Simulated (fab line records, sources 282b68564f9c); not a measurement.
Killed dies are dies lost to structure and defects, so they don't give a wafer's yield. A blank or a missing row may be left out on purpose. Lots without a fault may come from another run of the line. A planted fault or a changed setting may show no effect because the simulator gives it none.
Which tool did it? | flow rit_cmos | 7 lots, 21 wafers sampled, at 2 steps of a route of 202

WHAT THE GAUGES READ, wafer by wafer
RIT_FOX2_THK_MEAS_91.
lot  | measured    | on            | FIELD_OXIDE_LEFT_2_THK (nm)
L382 | day 4 08:31 | film_metro-01 | 256 254 258
L384 | day 4 17:25 | film_metro-02 | 298 302 307
L386 | day 5 07:25 | film_metro-04 | 260 257 261
L388 | day 5 12:22 | film_metro-01 | 252 252 244
L390 | day 6 05:07 | film_metro-02 | 252 248 251
L394 | day 7 02:38 | film_metro-04 | 261 260 260
L395 | day 7 12:49 | film_metro-01 | 267 266 266

WHICH TOOL RAN EACH LOT (tool, then ch and the chambers of the sampled wafers, then the start)
lot  | RIT_GATE_WET_ETCH_00
L382 | wet_bench-01 ch 0, day 4 08:05
L384 | wet_bench-03 ch 1, day 4 16:59
L386 | wet_bench-03 ch 1, day 5 06:59
L388 | wet_bench-02 ch 1, day 5 11:57
L390 | wet_bench-01 ch 1, day 6 04:40
L394 | wet_bench-01 ch 1, day 7 02:13
L395 | wet_bench-01 ch 0, day 7 12:24
- RIT_GATE_WET_ETCH_00: etches SiO2 in BOE, target depth 56 nm, time 60 s.

THE ANSWER, worked out from the rows above alone
Rule: what is usual is taken from the lots themselves. Put in order of their means at a reading, lots are off if they are a third of the lots or fewer, leave a main group of 4 or more, and stand apart from it by a gap of 3 or more times the standard deviation of the main group's means; of several such gaps the widest counts. A main group whose means are all the same, to the digits that the tables above print for the reading, isn't used. A lot without any number at a reading at which 4 lots or more have one is off too. The other lots that the step has rows for count as sound.
Off: L384, at RIT_FOX2_THK_MEAS_91 (FIELD_OXIDE_LEFT_2_THK). The main group: mean 257 nm, standard deviation 5.9.
A tool fits if, at a process step before that reading, it ran every lot that is off, and no sound lot after the first of them. The gauges at RIT_FOX2_THK_MEAS_91 are tried like those tools. None of those tried fits.

WHAT THE SIMULATOR HAD PUT IN
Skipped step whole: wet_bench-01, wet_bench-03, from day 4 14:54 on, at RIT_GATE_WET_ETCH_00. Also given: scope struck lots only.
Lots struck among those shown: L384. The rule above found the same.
